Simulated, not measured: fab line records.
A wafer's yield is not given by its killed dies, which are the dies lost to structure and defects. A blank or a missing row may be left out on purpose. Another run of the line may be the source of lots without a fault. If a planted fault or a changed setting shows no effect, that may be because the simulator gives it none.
The tool behind it: which one? / flow berkeley_cmos170 / 15 lots with 45 wafers sampled at 3 steps, on a route of 331 steps

== WHAT EACH GAUGE READ, for each wafer ==
UCB170_ACTIVE_CD_MEAS_90: the cd target is 1200 nm. Usual: cd_nm reads 1200.4 nm (standard deviation 1.4).
lot=L467; measured=day 4 17:19; on=cd_sem-01; cd_nm (nm)=1200.9 1201.1 1200.8; flag=
lot=L469; measured=day 5 03:14; on=cd_sem-02; cd_nm (nm)=1202.6 1202.0 1201.1; flag=
lot=L468; measured=day 5 03:19; on=cd_sem-01; cd_nm (nm)=1201.0 1201.4 1201.4; flag=
lot=L470; measured=day 5 03:28; on=cd_sem-02; cd_nm (nm)=1200.8 1202.4 1200.6; flag=
lot=L471; measured=day 5 17:06; on=cd_sem-02; cd_nm (nm)=1201.0 1200.5 1200.8; flag=
lot=L479; measured=day 6 14:07; on=cd_sem-01; cd_nm (nm)=1200.8 1201.4 1201.5; flag=
lot=L475; measured=day 6 14:22; on=cd_sem-02; cd_nm (nm)=1200.4 1199.8 1200.2; flag=
lot=L480; measured=day 7 13:25; on=cd_sem-02; cd_nm (nm)=1199.4 1197.7 1197.2; flag=
lot=L483; measured=day 8 09:07; on=cd_sem-01; cd_nm (nm)=1202.0 1200.3 1200.3; flag=
lot=L485; measured=day 8 12:46; on=cd_sem-01; cd_nm (nm)=1200.4 1198.2 1199.0; flag=
lot=L484; measured=day 8 13:00; on=cd_sem-02; cd_nm (nm)=1198.8 1201.4 1199.1; flag=
lot=L487; measured=day 8 21:46; on=cd_sem-02; cd_nm (nm)=1199.8 1199.8 1198.9; flag=
lot=L486; measured=day 8 22:02; on=cd_sem-01; cd_nm (nm)=1199.3 1200.2 1198.4; flag=
lot=L488; measured=day 9 05:34; on=cd_sem-02; cd_nm (nm)=1198.9 1198.0 1198.3; flag=
lot=L490; measured=day 9 20:56; on=cd_sem-02; cd_nm (nm)=1199.6 1200.7 1201.1; flag=

UCB170_SACOX_THK_MEAS_02. Usual: SACOX_OXIDE_THK 14.29 nm, standard deviation 0.26.
lot=L467; measured=day 5 18:22; on=film_metro-03; SACOX_OXIDE_THK (nm)=14.39 14.27 14.20; flag=
lot=L469; measured=day 6 04:55; on=film_metro-01; SACOX_OXIDE_THK (nm)=14.37 14.61 14.46; flag=
lot=L468; measured=day 6 04:55; on=film_metro-03; SACOX_OXIDE_THK (nm)=14.23 14.09 13.91; flag=
lot=L470; measured=day 6 04:55; on=film_metro-02; SACOX_OXIDE_THK (nm)=14.75 14.85 14.91; flag=
lot=L471; measured=day 6 19:43; on=film_metro-03; SACOX_OXIDE_THK (nm)=14.40 14.26 14.45; flag=
lot=L479; measured=day 7 14:08; on=film_metro-02; SACOX_OXIDE_THK (nm)=14.25 14.23 14.28; flag=
lot=L475; measured=day 7 14:04; on=film_metro-01; SACOX_OXIDE_THK (nm)=14.24 13.90 13.99; flag=
lot=L480; measured=day 8 15:59; on=film_metro-03; SACOX_OXIDE_THK (nm)=14.70 14.77 14.61; flag=
lot=L483; measured=day 9 09:32; on=film_metro-01; SACOX_OXIDE_THK (nm)=14.51 14.48 14.38; flag=
lot=L485; measured=day 9 09:32; on=film_metro-03; SACOX_OXIDE_THK (nm)=13.96 13.86 14.29; flag=
lot=L484; measured=day 9 09:32; on=film_metro-02; SACOX_OXIDE_THK (nm)=14.16 14.01 14.09; flag=
lot=L487; measured=day 9 22:27; on=film_metro-01; SACOX_OXIDE_THK (nm)=14.24 14.23 14.37; flag=
lot=L486; measured=day 9 22:26; on=film_metro-02; SACOX_OXIDE_THK (nm)=14.01 14.42 14.37; flag=
lot=L488; measured=day 10 05:16; on=film_metro-02; SACOX_OXIDE_THK (nm)=14.31 14.02 14.09; flag=
lot=L490; measured=day 10 21:58; on=film_metro-02; SACOX_OXIDE_THK (nm)=13.97 13.94 14.18; flag=

UCB170_PVT_OVL_MEAS_06. Usual: PVT_OVL 0 nm, standard deviation 5.3.
lot=L467; measured=day 6 10:52; on=overlay-01; PVT_OVL (nm)=6 0 3; flag=
lot=L469; measured=day 6 19:02; on=overlay-01; PVT_OVL (nm)=-8 -4 6; flag=
lot=L468; measured=day 6 19:12; on=overlay-02; PVT_OVL (nm)=5 1 -1; flag=
lot=L470; measured=day 6 18:55; on=overlay-02; PVT_OVL (nm)=6 2 -4; flag=
lot=L471; measured=day 7 11:58; on=overlay-01; PVT_OVL (nm)=-2 -6 -5; flag=
lot=L479; measured=day 8 05:54; on=overlay-01; PVT_OVL (nm)=1 4 2; flag=
lot=L475; measured=day 8 05:47; on=overlay-01; PVT_OVL (nm)=-2 3 -3; flag=
lot=L480; measured=day 9 10:29; on=overlay-01; PVT_OVL (nm)=3 2 7; flag=
lot=L483; measured=day 10 00:53; on=overlay-01; PVT_OVL (nm)=-1 5 0; flag=
lot=L485; measured=day 10 01:26; on=overlay-02; PVT_OVL (nm)=-9 -2 -1; flag=
lot=L484; measured=day 10 01:13; on=overlay-02; PVT_OVL (nm)=6 0 5; flag=
lot=L487; measured=day 10 13:10; on=overlay-01; PVT_OVL (nm)=-14 -6 6; flag=
lot=L486; measured=day 10 12:53; on=overlay-02; PVT_OVL (nm)=1 1 -3; flag=
lot=L488; measured=day 10 19:38; on=overlay-01; PVT_OVL (nm)=2 -2 2; flag=
lot=L490; measured=day 11 14:32; on=overlay-02; PVT_OVL (nm)=-9 8 1; flag=

== TOOL THAT RAN EACH LOT (tool first, then ch and the chambers of the sampled wafers, then the start) ==
The record shows no process step preceding these readings.

== WHAT THE TOOLS THEMSELVES READ (means of the sampled wafers that have a number; where no wafer has one, the mark that the record gives instead) ==
The record holds no such reading with a usual standard deviation.

== THE ANSWER, worked out from the rows above alone ==
Rule: a lot counts as off when the mean over its wafers that have a number is more than 3 standard deviations away from the usual mean. A lot without any number at a reading at which 4 lots or more have one is off too. Where the step has rows for the other lots, those lots are counted as sound. Order of review: gauges by route order, followed by the tools' own readings, for which a lot's mean as printed above is used. The first step at which some lot is off is used, and at that step the reading that is off furthest; a lot without a number counts as furthest.
Across all readings shown, no lot is off: no conclusion can be drawn from this.

== WHAT THE SIMULATOR HAD INSERTED ==
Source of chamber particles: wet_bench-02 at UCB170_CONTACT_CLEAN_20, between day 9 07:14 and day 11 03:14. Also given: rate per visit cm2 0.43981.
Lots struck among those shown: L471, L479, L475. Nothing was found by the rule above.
